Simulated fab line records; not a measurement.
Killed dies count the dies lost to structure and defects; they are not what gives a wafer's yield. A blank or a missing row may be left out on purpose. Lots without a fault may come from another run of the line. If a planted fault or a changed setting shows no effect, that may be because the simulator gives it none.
fab line records	flow berkeley-cmos170
[record] lots = 5	wafers = 23
route steps=331 shown ZERO@7 NWELL@18 PWELL@39 ACTIVE@68 FIELD@90 NVT@111 GATE@130
start-h: hours from the record's first day to the start of the lot's first wafer shown	wait-h: time in hours since the lot's previous step	" unchanged from the row above	L1.1+2: one row covering several wafers at once	- no value, or no start was given	* or withheld: withheld	< > ~ a bound
route shown NAME@n: names a module that has steps shown in the file, with the first one's number in the route	usual: mean and standard deviation over wafers with no fault	same: alike in all rows	chamber/n: place in a boat	sites: per-site readings	_std_site: standard deviation of those values	_edge_site: mean of outer sites minus mean of inner sites	radius-mm: for every site, how far away it sits from the centre of the wafer	mask NAME#n: copy n	behind: the tool/chamber that last shaped the wafer	hold: reason for holding the lot/hours on hold/outcome of the hold	device: the transistor (n, p or np) that didn't switch	end of line: tests of these same wafers at the route's end	step lacking rows: just its recipe	killed: dies lost to structure and defects at the first sort, not the wafer's yield	map: the dies of a wafer, with x for killed, . for not killed, _ for no die there
set.NAME: the setting as run; set.NAME@STEP: as run at that earlier step	model.NAME: the simulator's own value behind a step, which no gauge read
lots whose settings were changed on purpose; a table a step, a row a wafer
[[steps]]
[step UCB170_ZERO_COAT_01]
[recipe] resist = KrF	spin-rpm = 1500	resist-thk-nm = 900
lot.wafer	tool	chamber	start-h	wait-h	set.spin-rpm	model.KrF_of_ZERO_COAT_01.thk-nm
L074.2	litho-track-02	0	16.95	0.1	1500	894.8
L074.3	"	0	"	"	1500	897.6
L074.4	"	0	"	"	1500	895.6
L074.5	"	0	"	"	1500	895.1
L074.6	"	0	"	"	1500	896.3
L076.1	litho-track-03	0	26.54	0.1	1500	906.6
L076.2	"	0	"	"	1500	902.4
L076.3	"	0	"	"	1500	905.1
L076.4	"	0	"	"	1472	912.3
L076.5	"	0	"	"	1472	907.3
L078.1	litho-track-01	0	39.94	0.1	1500	895.3
L078.3	"	0	"	"	1500	894.1
L078.4	"	0	"	"	1500	895
L078.5	"	0	"	"	1500	898.1
L078.6	"	0	"	"	1500	893.4
L079.3	litho-track-03	0	40.09	0.1	1500	904.1
L079.4	"	0	"	"	1500	905.5
L079.6	"	0	"	"	1500	904.4
L084.2	litho-track-01	0	71.60	0.1	1575	870.3
L084.3	"	0	"	"	1500	893.9
L084.4	"	0	"	"	1500	894.6
L084.5	"	0	"	"	1500	896
L084.6	"	0	"	"	1575	871
[step UCB170_ZERO_SOFTBAKE_02]
[recipe] resist = KrF	temp-c = 130	time-s = 60
[step UCB170_ZERO_EXPOSE_03]
[recipe] mask-id = PM_MARKS	na = 0.5	sigma-outer = 0.6	source-shape = conventional	target-cd-nm = 4000	dose-mj = 30
[step UCB170_ZERO_DEVELOP_05]
[recipe] developer = TMAH	develop-time-s = 45	resist = KrF	dev-temp-c = 21
[step UCB170_ZERO_ETCH_06]
[recipe] chemistry = CHF3/CF4/Ar	target = SiO2	time-s = 12	pressure-mtorr = 100	rf-w = 500	CHF3_flow_sccm = 50	cf4-flow-sccm = 10	Ar_flow_sccm = 120	over-etch-frac = 1.58
[step UCB170_ZERO_STRIP_07]
[recipe] chemistry = O2	power-w = 400	pressure-mtorr = 3500	platen-temp-c = withheld	o2-flow-sccm = 406.5	overash-fraction = 0.5
[usual] strip-time-to-endpoint-s = 21.42/0.088
lot.wafer	tool	chamber	start-h	wait-h	set.spin-rpm@ZERO_COAT_01	strip-time-to-endpoint-s
L074.2	plasma-asher-01	0	17.89	0.0	1500	21.31
L074.3	"	1	"	"	1500	21.38
L074.4	"	0	"	"	1500	21.32
L074.5	"	0	"	"	1500	21.30
L074.6	"	1	"	"	1500	21.33
L076.1	plasma-asher-04	0	27.90	0.0	1500	21.60
L076.2	"	1	"	"	1500	21.50
L076.3	"	0	"	"	1500	21.55
L076.4	"	1	"	"	1472	21.72
L076.5	"	1	"	"	1472	21.61
L078.1	plasma-asher-03	0	41.44	0.0	1500	21.31
L078.3	"	0	"	"	1500	21.30
L078.4	"	1	"	"	1500	21.32
L078.5	"	1	"	"	1500	21.36
L078.6	"	0	"	"	1500	21.27
L079.3	plasma-asher-04	1	41.58	0.0	1500	21.53
L079.4	"	0	"	"	1500	21.58
L079.6	"	0	"	"	1500	21.52
L084.2	plasma-asher-04	1	72.42	0.0	1575	20.74
L084.3	"	1	"	"	1500	21.28
L084.4	"	0	"	"	1500	21.29
L084.5	"	0	"	"	1500	21.33
L084.6	"	1	"	"	1575	20.74
[step UCB170_NWELL_CVD_04]
[recipe] material = Si3N4	target-thk-nm = 224	temp-c = 800	precursor = SiH2Cl2/NH3	time-s = 3360	pressure-mtorr = 200	sih2cl2-flow-sccm = 25	nh3-flow-sccm = 75
lot.wafer	tool	chamber	start-h	wait-h	set.sih2cl2-flow-sccm	model.Si3N4_of_NWELL_CVD_04.thk-nm
L074.2	-	-	-	0.0	26.66	229.8
L074.3	"	-	"	"	26.66	227.6
L074.4	"	-	"	"	26.66	227
L074.5	"	-	"	"	26.66	227.3
L074.6	"	-	"	"	26.66	227.1
L076.1+3	-	-	-	0.0	21.82	219.3
L076.2	"	-	"	"	21.82	218
L076.4	"	-	"	"	21.82	219.8
L076.5	"	-	"	"	21.82	217.8
L078.1	-	-	-	0.5	26.72	232.1
L078.3	"	-	"	"	26.72	232.5
L078.4	"	-	"	"	26.72	230.6
L078.5	"	-	"	"	26.72	231.2
L078.6	"	-	"	"	26.72	231.9
L079.3	lpcvd-02	1	50.32	0.5	25	225.9
L079.4	"	1	"	"	25	224.7
L079.6	"	1	"	"	25	225.6
L084.2	-	-	-	0.5	27.11	230.7
L084.3	"	-	"	"	27.11	230.5
L084.4	"	-	"	"	27.11	231.1
L084.5	"	-	"	"	27.11	230.2
L084.6	"	-	"	"	27.11	228.7
[step UCB170_NWELL_IMPLANT_14]
[recipe] species = P	dose-cm2 = 1e+13	energy-kev = 150	tilt-deg = 7
lot.wafer	tool	chamber	start-h	wait-h	set.energy-kev	model.implant.rp-nm	model.implant.drp-nm
L074.2+5	implanter-04	0	29.54	0.1	150	186.9	62.72
L074.3+4+6	"	0	"	"	155.1	193.5	64.32
L076.1+4	implanter-02	0	44.11	0.1	155.4	196.6	64.41
L076.2+3+5	"	0	"	"	150	189.5	62.72
L078.1+3+6	implanter-02	0	53.57	0.1	144.9	176.4	61.05
L078.4+5	"	0	"	"	150	182.9	62.72
L079.3+4+6	implanter-01	0	53.89	0.1	150	184.9	62.72
L084.2+3+5	implanter-02	0	88.82	0.1	156.9	194.4	64.87
L084.4+6	"	0	"	"	150	185.6	62.72
[step UCB170_PWELL_CVD_05]
[recipe] material = Si3N4	target-thk-nm = 220	temp-c = 800	precursor = SiH2Cl2/NH3	time-s = 3300	pressure-mtorr = 200	sih2cl2-flow-sccm = 25	nh3-flow-sccm = 75
lot.wafer	tool	chamber	start-h	wait-h	set.temp-c	model.Si3N4_of_PWELL_CVD_05.thk-nm
L074.2	-	-	-	0.0	778.5	148.9
L074.3	"	-	"	"	778.5	148.4
L074.4	"	-	"	"	778.5	147.6
L074.5	"	-	"	"	778.5	147.1
L074.6	"	-	"	"	778.5	148.8
L076.1	-	-	-	0.0	800	222
L076.2	"	-	"	"	800	220
L076.3	"	-	"	"	800	222.4
L076.4+5	"	-	"	"	800	221.2
L078.1	-	-	-	1.5	784.4	166.1
L078.3	"	-	"	"	784.4	166
L078.4	"	-	"	"	784.4	166.5
L078.5+6	"	-	"	"	784.4	167
L079.3	lpcvd-02	1	71.57	1.5	800	225.4
L079.4	"	1	"	"	800	225
L079.6	"	1	"	"	800	226.4
L084.2	-	-	-	0.0	810.2	264.6
L084.3	"	-	"	"	810.2	263
L084.4	"	-	"	"	810.2	262.3
L084.5	"	-	"	"	810.2	263.6
L084.6	"	-	"	"	810.2	265.4
[step UCB170_PWELL_THK_MEAS_06]
[recipe] reads = Si3N4_of_PWELL_CVD_05
[usual] PWELL_NITRIDE_THK = 221.4/2.4
lot.wafer	tool	chamber	start-h	wait-h	set.temp-c@PWELL_CVD_05	PWELL_NITRIDE_THK[nm]
L074.2	film-metro-01	-	-	-	778.5	149.0
L074.3	"	-	"	"	778.5	148.4
L074.4	"	-	"	"	778.5	147.6
L074.5	"	-	"	"	778.5	147.2
L074.6	"	-	"	"	778.5	148.8
L076.1	film-metro-04	-	-	-	800	222.1
L076.2	"	-	"	"	800	220.0
L076.3	"	-	"	"	800	222.2
L076.4	"	-	"	"	800	221.2
L076.5	"	-	"	"	800	221.1
L078.1	film-metro-03	-	-	-	784.4	166.1
L078.3	"	-	"	"	784.4	166.0
L078.4	"	-	"	"	784.4	166.5
L078.5	"	-	"	"	784.4	166.9
L078.6	"	-	"	"	784.4	167.1
L079.3	film-metro-04	-	73.51	0.0	800	225.5
L079.4	"	-	"	"	800	225.2
L079.6	"	-	"	"	800	226.3
L084.2	film-metro-04	-	-	-	810.2	264.7
L084.3	"	-	"	"	810.2	262.9
L084.4	"	-	"	"	810.2	262.4
L084.5	"	-	"	"	810.2	263.4
L084.6	"	-	"	"	810.2	265.4
[step UCB170_PWELL_ETCH_14]
[recipe] chemistry = CH3F/Ar/O2	target = Si3N4	stop-on = SiO2	CH3F_flow_sccm = 20	Ar_flow_sccm = 50	O2_flow_sccm = 7	pressure-mtorr = 50	rf-w = 450	target-depth-a = 2420	over-etch-frac = 0.1	time-s = 151
[usual] oes-product-au = 0.943/0.013
lot.wafer	tool	chamber	start-h	wait-h	set.rf-w	set.temp-c@PWELL_CVD_05	oes-product-au	model.etch.depth-nm	model.KrF_of_PWELL_COAT_08.thk-nm
L074.2	rie-diel-04	3	50.53	0.0	450	778.5	0.760	-	722.1
L074.3	"	1	"	"	450	778.5	0.756	-	723
L074.4	"	2	"	"	450	778.5	0.756	-	720.6
L074.5	"	1	"	"	450	778.5	0.753	147.1	723.2
L074.6	"	2	"	"	450	778.5	0.755	-	721.6
L076.1	rie-diel-02	1	63.10	0.0	450	800	0.942	-	722.9
L076.2	"	3	"	"	502.5	800	0.926	-	712
L076.3	"	2	"	"	450	800	0.940	-	719
L076.4	"	0	"	"	450	800	0.937	-	719.3
L076.5	"	3	"	"	502.5	800	0.931	221.2	711.5
L079.3	rie-diel-04	2	74.50	0.0	450	800	0.964	225.4	718.7
L079.4	"	0	"	"	450	800	0.961	225	724.8
L079.6	"	1	"	"	450	800	0.947	226.4	720
L078.1	rie-diel-02	0	74.78	0.0	450	784.4	0.804	166.1	724.6
L078.3	"	2	"	"	450	784.4	0.805	166	721.2
L078.4	"	1	"	"	450	784.4	0.788	-	723.5
L078.5	"	0	"	"	408.3	784.4	0.808	167	729.5
L078.6	"	1	"	"	408.3	784.4	0.796	-	734.5
L084.2	rie-diel-02	0	111.80	0.0	450	810.2	0.989	-	726
L084.3	"	1	"	"	489.1	810.2	1.011	248.6	721.9
L084.4	"	3	"	"	450	810.2	0.973	-	726
L084.5	"	0	"	"	450	810.2	0.996	-	726
L084.6	"	1	"	"	489.1	810.2	1.006	249.7	720
[step UCB170_PWELL_IMPLANT_15]
[recipe] species = B	dose-cm2 = 5e+12	energy-kev = 60	tilt-deg = 7
[step UCB170_PWELL_STRIP_16]
[recipe] chemistry = O2	power-w = 400	pressure-mtorr = 3500	platen-temp-c = withheld	o2-flow-sccm = 400	overash-fraction = 0.4594
[usual] strip-time-to-endpoint-s = 18.09/0.074
lot.wafer	tool	chamber	start-h	wait-h	set.rf-w@PWELL_ETCH_14	strip-time-to-endpoint-s
L074.2	plasma-asher-01	0	50.78	0.1	450	18.03
L074.3	"	1	"	"	450	18.05
L074.4	"	0	"	"	450	18.00
L074.5	"	1	"	"	450	18.06
L074.6	"	0	"	"	450	18.04
L076.1	plasma-asher-01	1	63.35	0.1	450	18.04
L076.2	"	0	"	"	502.5	17.79
L076.3	"	0	"	"	450	17.96
L076.4	"	1	"	"	450	17.95
L076.5	"	0	"	"	502.5	17.76
L079.3	plasma-asher-02	1	74.78	0.1	450	17.94
L079.4	"	0	"	"	450	18.08
L079.6	"	0	"	"	450	17.98
L078.1	plasma-asher-03	0	75.03	0.1	450	18.10
L078.3	"	1	"	"	450	18.00
L078.4	"	0	"	"	450	18.06
L078.5	"	0	"	"	408.3	18.23
L078.6	"	1	"	"	408.3	18.32
L084.2	plasma-asher-01	1	112.09	0.1	450	18.12
L084.3	"	1	"	"	489.1	18.04
L084.4	"	0	"	"	450	18.12
L084.5	"	0	"	"	450	18.13
L084.6	"	1	"	"	489.1	17.97
[step UCB170_ACTIVE_COAT_08]
[recipe] resist = KrF	spin-rpm = 1500	resist-thk-nm = 900
lot.wafer	tool	chamber	start-h	wait-h	set.spin-rpm	model.KrF_of_ACTIVE_COAT_08.thk-nm
L074.2	litho-track-04	0	83.38	0.1	1538	889
L074.3	"	0	"	"	1538	891.3
L074.4	"	0	"	"	1500	905.7
L074.5	"	0	"	"	1538	890
L074.6	"	0	"	"	1500	901
L076.1	litho-track-04	0	98.52	0.1	1500	902.3
L076.2	"	0	"	"	1500	906
L076.3	"	0	"	"	1500	902.7
L076.4	"	0	"	"	1500	901.5
L076.5	"	0	"	"	1500	901.4
L078.1	litho-track-02	0	107.98	0.1	1500	903.3
L078.3	"	0	"	"	1500	902.1
L078.4	"	0	"	"	1500	905.4
L078.5	"	0	"	"	1500	903.9
L078.6	"	0	"	"	1500	900.4
L079.3	litho-track-03	0	108.03	0.1	1500	902.4
L079.4	"	0	"	"	1500	900.5
L079.6	"	0	"	"	1500	901.2
L084.2	litho-track-04	0	153.29	0.1	1500	899.2
L084.3	"	0	"	"	1500	899.5
L084.4	"	0	"	"	1564	879.1
L084.5	"	0	"	"	1564	881.7
L084.6	"	0	"	"	1500	897.3
[step UCB170_ACTIVE_SOFTBAKE_09]
[recipe] resist = KrF	temp-c = 130	time-s = 57.14
[step UCB170_ACTIVE_EXPOSE_10]
[recipe] mask-id = ACTIVE	target-cd-nm = 1200	na = 0.5	sigma-outer = 0.6	source-shape = conventional	dose-mj = 20
[step UCB170_ACTIVE_ETCH_15]
[recipe] chemistry = CH3F/Ar/O2	target = Si3N4	stop-on = SiO2	CH3F_flow_sccm = 20	Ar_flow_sccm = 50	O2_flow_sccm = 7	pressure-mtorr = 50	rf-w = 450	target-depth-a = 2420	over-etch-frac = 0.1	time-s = 151
lot.wafer	tool	chamber	start-h	wait-h	set.spin-rpm@ACTIVE_COAT_08	model.KrF_of_ACTIVE_COAT_08.thk-nm
L074.2	rie-diel-01	0	84.93	0.0	1538	713.7
L074.3	"	2	"	"	1538	715.5
L074.4	"	3	"	"	1500	730.6
L074.5	"	2	"	"	1538	712.2
L074.6	"	1	"	"	1500	727.3
L076.1	rie-diel-03	1	99.55	0.0	1500	724.3
L076.2	"	0	"	"	1500	731.2
L076.3	"	3	"	"	1500	730.2
L076.4	"	2	"	"	1500	728.1
L076.5	"	2	"	"	1500	728.6
L079.3	rie-diel-04	0	108.95	0.0	1500	730.7
L079.4	"	2	"	"	1500	723.1
L079.6	"	0	"	"	1500	730
L078.1	rie-diel-01	1	109.19	0.0	1500	730.2
L078.3	"	2	"	"	1500	725.9
L078.4	"	0	"	"	1500	731.1
L078.5	"	0	"	"	1500	730.9
L078.6	"	3	"	"	1500	726.4
L084.2	rie-diel-01	3	154.24	0.0	1500	724.2
L084.3	"	1	"	"	1500	722.8
L084.4	"	2	"	"	1564	700.2
L084.5	"	3	"	"	1564	707.7
L084.6	"	2	"	"	1500	718.9
[step UCB170_ACTIVE_STRIP_16]
[recipe] chemistry = O2	power-w = 400	pressure-mtorr = 3500	platen-temp-c = withheld	o2-flow-sccm = 400	overash-fraction = 0.5
[usual] strip-time-to-endpoint-s = 18.12/0.087
lot.wafer	tool	chamber	start-h	wait-h	set.spin-rpm@ACTIVE_COAT_08	strip-time-to-endpoint-s
L074.2	plasma-asher-02	0	85.03	0.1	1538	17.83
L074.3	"	0	"	"	1538	17.89
L074.4	"	1	"	"	1500	18.23
L074.5	"	0	"	"	1538	17.78
L074.6	"	1	"	"	1500	18.15
L076.1	plasma-asher-02	0	99.66	0.1	1500	18.08
L076.2	"	1	"	"	1500	18.26
L076.3	"	1	"	"	1500	18.22
L076.4	"	0	"	"	1500	18.17
L076.5	"	0	"	"	1500	18.20
L079.3	plasma-asher-02	0	109.09	0.1	1500	18.23
L079.4	"	1	"	"	1500	18.06
L079.6	"	0	"	"	1500	18.24
L078.1	plasma-asher-01	0	109.30	0.1	1500	18.23
L078.3	"	1	"	"	1500	18.11
L078.4	"	0	"	"	1500	18.25
L078.5	"	1	"	"	1500	18.25
L078.6	"	0	"	"	1500	18.12
L084.2	plasma-asher-02	0	154.34	0.1	1500	18.08
L084.3	"	1	"	"	1500	18.06
L084.4	"	0	"	"	1564	17.51
L084.5	"	1	"	"	1564	17.69
L084.6	"	0	"	"	1500	17.95
[step UCB170_FIELD_OXIDATION_01]
[recipe] temp-c = 1000	ambient = H2O	p-h2o-torr = 584.62	target-thk-a = 5583	ox-time-s = 7200
lot.wafer	tool	chamber	start-h	wait-h	set.ox-time-s	model.SiO2_of_FIELD_OXIDATION_01.thk-nm
L074.2	-	-	-	4.9	7736	553
L074.3	"	-	"	"	7736	564.7
L074.4	"	-	"	"	7736	547
L074.5	"	-	"	"	7736	563.7
L074.6	"	-	"	"	7736	565.3
L076.1	-	-	-	3.7	7814	581.4
L076.2	"	-	"	"	7814	579.4
L076.3	"	-	"	"	7814	583.2
L076.4	"	-	"	"	7814	585.5
L076.5	"	-	"	"	7814	575.7
L078.1	-	-	-	3.8	6488	503.3
L078.3	"	-	"	"	6488	507.9
L078.4	"	-	"	"	6488	511.6
L078.5	"	-	"	"	6488	509.4
L078.6	"	-	"	"	6488	506.2
L079.3	furnace-02	0	115.34	4.5	7200	545.2
L079.4	"	0	"	"	7200	545.8
L079.6	"	0	"	"	7200	545.9
L084.2	-	-	-	3.2	7200	568.9
L084.3	"	-	"	"	7200	574.5
L084.4	"	-	"	"	7200	568.8
L084.5	"	-	"	"	7200	575
L084.6	"	-	"	"	7200	570.3
[step UCB170_NVT_IMPLANT_07]
[recipe] species = BF2	dose-cm2 = 3e+12	energy-kev = 50	tilt-deg = 7
lot.wafer	tool	chamber	start-h	wait-h	set.energy-kev	model.implant.rp-nm	model.implant.drp-nm
L074.2+4	implanter-03	0	121.14	0.1	52.9	39.1	19.34
L074.3+5+6	"	0	"	"	50	36.98	18.57
L076.1+2+5	implanter-04	0	137.88	0.0	51.14	38.55	18.87
L076.3+4	"	0	"	"	50	37.7	18.57
L079.3+4+6	implanter-04	0	149.59	0.1	50	36.26	18.57
L078.1+3+4+5+6	implanter-02	0	149.90	0.0	50	36.72	18.57
L084.2+5	implanter-03	0	187.47	0.0	50	36.65	18.57
L084.3+4+6	"	0	"	"	48.81	35.79	18.25
[step UCB170_GATE_CVD_04]
[recipe] material = poly-Si	temp-c = 610	precursor = SiH4	time-s = 1440	pressure-mtorr = 375	target-thk-nm = 214	sih4-flow-sccm = 120
lot.wafer	tool	chamber	start-h	wait-h	set.time-s	model.poly-Si_of_GATE_CVD_04.thk-nm
L074.2	-	-	-	0.1	1573	234.9
L074.3	"	-	"	"	1573	233.3
L074.4	"	-	"	"	1573	234.7
L074.5	"	-	"	"	1573	234.4
L074.6	"	-	"	"	1573	235.1
L076.1	-	-	-	0.0	1317	196.2
L076.2	"	-	"	"	1317	196.9
L076.3	"	-	"	"	1317	197
L076.4	"	-	"	"	1317	196.5
L076.5	"	-	"	"	1317	195.7
L078.1	-	-	-	1.4	1303	193.6
L078.3	"	-	"	"	1303	193.3
L078.4	"	-	"	"	1303	192
L078.5	"	-	"	"	1303	194.3
L078.6	"	-	"	"	1303	192.5
L079.3	lpcvd-02	1	164.42	1.4	1440	216.9
L079.4	"	1	"	"	1440	214.7
L079.6	"	1	"	"	1440	215.8
L084.2	-	-	-	0.0	1508	224.1
L084.3	"	-	"	"	1508	222
L084.4	"	-	"	"	1508	221.6
L084.5	"	-	"	"	1508	219.4
L084.6	"	-	"	"	1508	221
[step UCB170_GATE_THK_MEAS_05]
[recipe] reads = poly-Si_of_GATE_CVD_04
[usual] GATE_POLY_THK = 214.6/1.9
lot.wafer	tool	chamber	start-h	wait-h	set.time-s@GATE_CVD_04	GATE_POLY_THK[nm]
L074.2	film-metro-01	-	-	-	1573	234.9
L074.3	"	-	"	"	1573	233.2
L074.4	"	-	"	"	1573	234.8
L074.5	"	-	"	"	1573	234.2
L074.6	"	-	"	"	1573	235.0
L076.1	film-metro-02	-	-	-	1317	196.1
L076.2	"	-	"	"	1317	196.9
L076.3	"	-	"	"	1317	197.1
L076.4	"	-	"	"	1317	196.4
L076.5	"	-	"	"	1317	195.7
L078.1	film-metro-01	-	-	-	1303	193.6
L078.3	"	-	"	"	1303	193.2
L078.4	"	-	"	"	1303	191.9
L078.5	"	-	"	"	1303	194.4
L078.6	"	-	"	"	1303	192.7
L079.3	film-metro-02	-	165.84	0.0	1440	217.1
L079.4	"	-	"	"	1440	214.6
L079.6	"	-	"	"	1440	215.8
L084.2	film-metro-01	-	-	-	1508	224.1
L084.3	"	-	"	"	1508	222.0
L084.4	"	-	"	"	1508	221.7
L084.5	"	-	"	"	1508	219.5
L084.6	"	-	"	"	1508	221.0
[step UCB170_GATE_ETCH_15]
[recipe] chemistry = HBr/Cl2	target = poly-Si	stop-on = SiO2	over-etch-frac = 0.3	icp-w = 300	bias-w = 150	time-s = 56.3	pressure-mtorr = 15	HBr_flow_sccm = 150	Cl2_flow_sccm = 50	target-depth-a = 2782
[usual] oes-product-au = 0.833/0.012
lot.wafer	tool	chamber	start-h	wait-h	set.icp-w	set.time-s@GATE_CVD_04	oes-product-au	model.etch.depth-nm	model.GATE.feature-depth-nm
L074.2	rie-si-02	0	143.50	-	280.9	1573	0.872	-	234.9
L074.3	"	3	"	"	300	1573	0.905	-	233.3
L074.4	"	1	"	"	300	1573	0.889	-	234.7
L074.5	"	3	"	"	300	1573	0.895	234.4	234.4
L074.6	"	0	"	"	280.9	1573	0.885	-	235.1
L076.1	rie-si-02	1	154.81	-	314.3	1317	0.800	-	196.3
L076.2	"	3	"	"	300	1317	0.793	-	196.9
L076.3	"	0	"	"	314.3	1317	0.785	-	197.1
L076.4	"	1	"	"	300	1317	0.789	-	196.5
L076.5	"	0	"	"	314.3	1317	0.781	195.7	195.8
L079.3	rie-si-01	0	167.72	-	300	1440	0.832	216.9	216.9
L079.4	"	1	"	"	300	1440	0.838	214.7	214.7
L079.6	"	0	"	"	300	1440	0.826	215.8	215.8
L078.1	rie-si-02	3	167.93	-	300	1303	0.791	193.6	193.6
L078.3	"	0	"	"	322.6	1303	0.775	193.3	193.4
L078.4	"	3	"	"	322.6	1303	0.787	-	192.1
L078.5	"	0	"	"	300	1303	0.779	194.3	194.3
L078.6	"	1	"	"	300	1303	0.775	-	192.5
L084.2	rie-si-01	1	204.91	-	300	1508	0.863	-	224.1
L084.3	"	3	"	"	300	1508	0.834	222	222
L084.4	"	0	"	"	300	1508	0.845	-	221.5
L084.5	"	3	"	"	300	1508	0.829	-	219.4
L084.6	"	0	"	"	300	1508	0.839	221	221
[[key]]
[split] step = UCB170_ZERO_COAT_01	setting = spin-rpm	stated = 1500	by = wafer
[response] step = UCB170_ZERO_COAT_01	reading = model.KrF_of_ZERO_COAT_01.thk-nm	change = -4.59	per = 1%	r = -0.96
[response] step = UCB170_ZERO_STRIP_07	reading = strip-time-to-endpoint-s	change = *	per = 1%	r = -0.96
[split] step = UCB170_NWELL_CVD_04	setting = sih2cl2-flow-sccm	stated = 25	by = lot
[response] step = UCB170_NWELL_CVD_04	reading = model.Si3N4_of_NWELL_CVD_04.thk-nm	change = +0.553	per = 1%	r = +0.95
[split] step = UCB170_NWELL_IMPLANT_14	setting = energy-kev	stated = 150	by = wafer
[response] step = UCB170_NWELL_IMPLANT_14	reading = model.implant.rp-nm	change = +1.94	per = 1%	r = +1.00
[response] step = UCB170_NWELL_IMPLANT_14	reading = model.implant.drp-nm	change = +0.473	per = 1%	r = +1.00
[split] step = UCB170_PWELL_CVD_05	setting = temp-c	stated = 800	by = lot
[response] step = UCB170_PWELL_CVD_05	reading = model.Si3N4_of_PWELL_CVD_05.thk-nm	change = +29.1	per = 1%	r = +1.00
[response] step = UCB170_PWELL_THK_MEAS_06	reading = PWELL_NITRIDE_THK	change = +29.1	per = 1%	r = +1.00
[response] step = UCB170_PWELL_ETCH_14	reading = oes-product-au	change = +0.0632	per = 1%	r = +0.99
[response] step = UCB170_PWELL_ETCH_14	reading = model.etch.depth-nm	change = +26.8	per = 1%	r = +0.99
[split] step = UCB170_PWELL_ETCH_14	setting = rf-w	stated = 450	by = wafer
[response] step = UCB170_PWELL_ETCH_14	reading = model.KrF_of_PWELL_COAT_08.thk-nm	change = -0.762	per = 1%	r = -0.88
[response] step = UCB170_PWELL_STRIP_16	reading = strip-time-to-endpoint-s	change = *	per = 1%	r = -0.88
[split] step = UCB170_ACTIVE_COAT_08	setting = spin-rpm	stated = 1500	by = wafer
[response] step = UCB170_ACTIVE_COAT_08	reading = model.KrF_of_ACTIVE_COAT_08.thk-nm	change = -4.53	per = 1%	r = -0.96
[response] step = UCB170_ACTIVE_ETCH_15	reading = model.KrF_of_ACTIVE_COAT_08.thk-nm	change = -4.68	per = 1%	r = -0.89
[response] step = UCB170_ACTIVE_STRIP_16	reading = strip-time-to-endpoint-s	change = *	per = 1%	r = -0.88
[split] step = UCB170_FIELD_OXIDATION_01	setting = ox-time-s	stated = 7200	by = lot
[response] step = UCB170_FIELD_OXIDATION_01	reading = model.SiO2_of_FIELD_OXIDATION_01.thk-nm	change = +3.33	per = 1%	r = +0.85
[split] step = UCB170_NVT_IMPLANT_07	setting = energy-kev	stated = 50	by = wafer
[response] step = UCB170_NVT_IMPLANT_07	reading = model.implant.rp-nm	change = +0.366	per = 1%	r = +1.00
[response] step = UCB170_NVT_IMPLANT_07	reading = model.implant.drp-nm	change = +0.134	per = 1%	r = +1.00
[split] step = UCB170_GATE_CVD_04	setting = time-s	stated = 1440	by = lot
[response] step = UCB170_GATE_CVD_04	reading = model.poly-Si_of_GATE_CVD_04.thk-nm	change = +2.11	per = 1%	r = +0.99
[response] step = UCB170_GATE_THK_MEAS_05	reading = GATE_POLY_THK	change = +2.11	per = 1%	r = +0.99
[response] step = UCB170_GATE_ETCH_15	reading = oes-product-au	change = +0.00523	per = 1%	r = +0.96
[response] step = UCB170_GATE_ETCH_15	reading = model.etch.depth-nm	change = +2.1	per = 1%	r = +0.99
[response] step = UCB170_GATE_ETCH_15	reading = model.GATE.feature-depth-nm	change = +2.11	per = 1%	r = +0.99
[split] step = UCB170_GATE_ETCH_15	setting = icp-w	stated = 300	by = wafer
response none clear
